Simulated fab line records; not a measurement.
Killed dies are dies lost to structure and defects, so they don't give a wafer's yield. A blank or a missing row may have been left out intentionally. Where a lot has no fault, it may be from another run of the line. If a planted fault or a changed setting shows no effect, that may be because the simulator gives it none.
A single fault, viewed from 2 desks | flow rit-cmos | each desk holds nothing but its own numbers, with what lay behind them at the end

== AT THE TOOL OWNER'S DESK: iline-stepper-01 ==
The tool's own readings at RIT_NLDD_EXPOSE_03 (exposes mask M7, target cd 40700 nm): means of the sampled wafers that have a number, for each lot that ran on this tool. A lot is out of limits, marked OUT, if its mean lies more than 4 standard deviations from the usual mean; the brackets give that distance.
Columns: A = exposure-dose-mJ-cm2 at RIT_NLDD_EXPOSE_03, usual 250.01
lot  | first seen here | A
L439 | day 4 19:53     | 249.88
L441 | day 5 03:24     | 249.72
L442 | day 5 07:04     | 249.94
L444 | day 5 19:52     | 250.24
L446 | day 6 05:25     | 250.11
L447 | day 6 07:50     | 250.07
L448 | day 6 15:22     | 249.74
Finding of this desk: none of the 7 lots has anything out of limits.

== AT THE METROLOGY DESK ==
Means of the sampled wafers that have a number, per lot and without regard to the tool the lot ran on: this is what the gauges read. A lot is out of limits, marked OUT, if its mean lies more than 4 standard deviations from the usual mean; the brackets give that distance.
Columns: A = NLDD_OVL at RIT_NLDD_OVL_MEAS_06, usual -0.8 nm
lot  | first seen here | A
L431 | day 3 02:36     | -1.0
L433 | day 3 13:12     | -0.9
L434 | day 3 19:19     | -0.9
L435 | day 3 23:01     | 0.3
L436 | day 4 06:04     | -1.1
L439 | day 4 20:16     | 0.9
L441 | day 5 03:48     | -1.5
L442 | day 5 07:37     | -0.8
L443 | day 5 12:01     | -1.2
L444 | day 5 20:14     | -150.2 (-99 or more) OUT
L445 | day 5 23:25     | -2.0
L446 | day 6 05:47     | -150.4 (-99 or more) OUT
L447 | day 6 08:14     | -150.8 (-99 or more) OUT
L448 | day 6 15:46     | -150.7 (-99 or more) OUT
L449 | day 6 20:42     | -0.8
L453 | day 7 15:05     | -2.6
This desk reports L444, L446, L447, L448 out of limits; the earliest was L444 at day 5 20:14 (NLDD_OVL at RIT_NLDD_OVL_MEAS_06). L431, L433, L434, L435, L436, L439, L441, L442, L443, L445, L449, L453: within limits.

== ALL TOGETHER ==
On L444, L446, L447, L448, the metrology desk was in a position to raise an alarm at day 5 20:14.
The tool owner's desk saw nothing out of limits.
On record at the tool owner's desk: L444, L446, L447, L448, within its limits.
Every lot named ran RIT_NLDD_EXPOSE_03 on iline-stepper-01.

== WHAT WAS PUT IN BY THE SIMULATOR ==
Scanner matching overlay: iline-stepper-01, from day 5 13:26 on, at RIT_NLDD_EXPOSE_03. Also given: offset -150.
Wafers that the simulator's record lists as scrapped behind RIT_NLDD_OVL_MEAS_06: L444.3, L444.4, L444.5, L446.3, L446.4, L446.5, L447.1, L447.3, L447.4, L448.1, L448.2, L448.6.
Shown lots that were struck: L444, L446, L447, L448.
Delay in hours, fault start to first out-of-limits reading, per desk: metrology desk 7.
